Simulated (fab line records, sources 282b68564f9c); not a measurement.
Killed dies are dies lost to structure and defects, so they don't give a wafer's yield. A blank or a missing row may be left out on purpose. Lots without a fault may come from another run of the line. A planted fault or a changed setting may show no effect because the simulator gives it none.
One fault seen from 2 desks | flow rit_cmos | each desk has only its own numbers; what lay behind them comes last

THE METROLOGY DESK
What the gauges read, lot by lot, whatever tool the lot ran on: means of the sampled wafers that have a number. A lot is out of limits, marked OUT, if its mean lies more than 4 standard deviations from the usual mean; the brackets give that distance.
Columns: A = GATE_OXIDE_THK at RIT_GATE_THK_MEAS_07, usual 3.01 nm
lot  | first seen here | A
L617 | day 2 10:38     | 2.92
L618 | day 2 16:46     | 3.06
L619 | day 3 05:58     | 3.09
L620 | day 3 05:58     | 2.93
L621 | day 3 08:55     | 2.96
L622 | day 3 14:31     | 2.97
L623 | day 4 00:41     | 3.01
L625 | day 4 03:14     | 3.00
L628 | day 4 20:31     | 3.28
L629 | day 5 02:51     | 3.22
L636 | day 6 14:14     | 2.97
L637 | day 6 15:45     | 2.96
L639 | day 7 03:50     | 3.08
L640 | day 7 11:49     | 3.02
This desk's finding: nothing out of limits on any of the 14 lots.

THE TOOL OWNER'S DESK: furnace-03
The tool's own readings at RIT_GATE_OXIDATION_05 (target thk 3 nm, ox time 270 s): means of the sampled wafers that have a number, for each lot that ran on this tool. A lot is out of limits, marked OUT, if its mean lies more than 4 standard deviations from the usual mean; the brackets give that distance.
Columns: A = ox_temp_c at RIT_GATE_OXIDATION_05, usual 900.0 C
lot  | first seen here | A
L618 | day 2 14:08     | 899.9
L621 | day 3 07:35     | 900.3
L622 | day 3 12:36     | 900.6
L628 | day 4 19:10     | 900.0
L629 | day 4 23:02     | 900.0
L640 | day 7 08:53     | 900.3
This desk's finding: nothing out of limits on any of the 6 lots.

PUT TOGETHER
The metrology desk saw nothing out of limits.
The tool owner's desk saw nothing out of limits.

WHAT THE SIMULATOR HAD PUT IN
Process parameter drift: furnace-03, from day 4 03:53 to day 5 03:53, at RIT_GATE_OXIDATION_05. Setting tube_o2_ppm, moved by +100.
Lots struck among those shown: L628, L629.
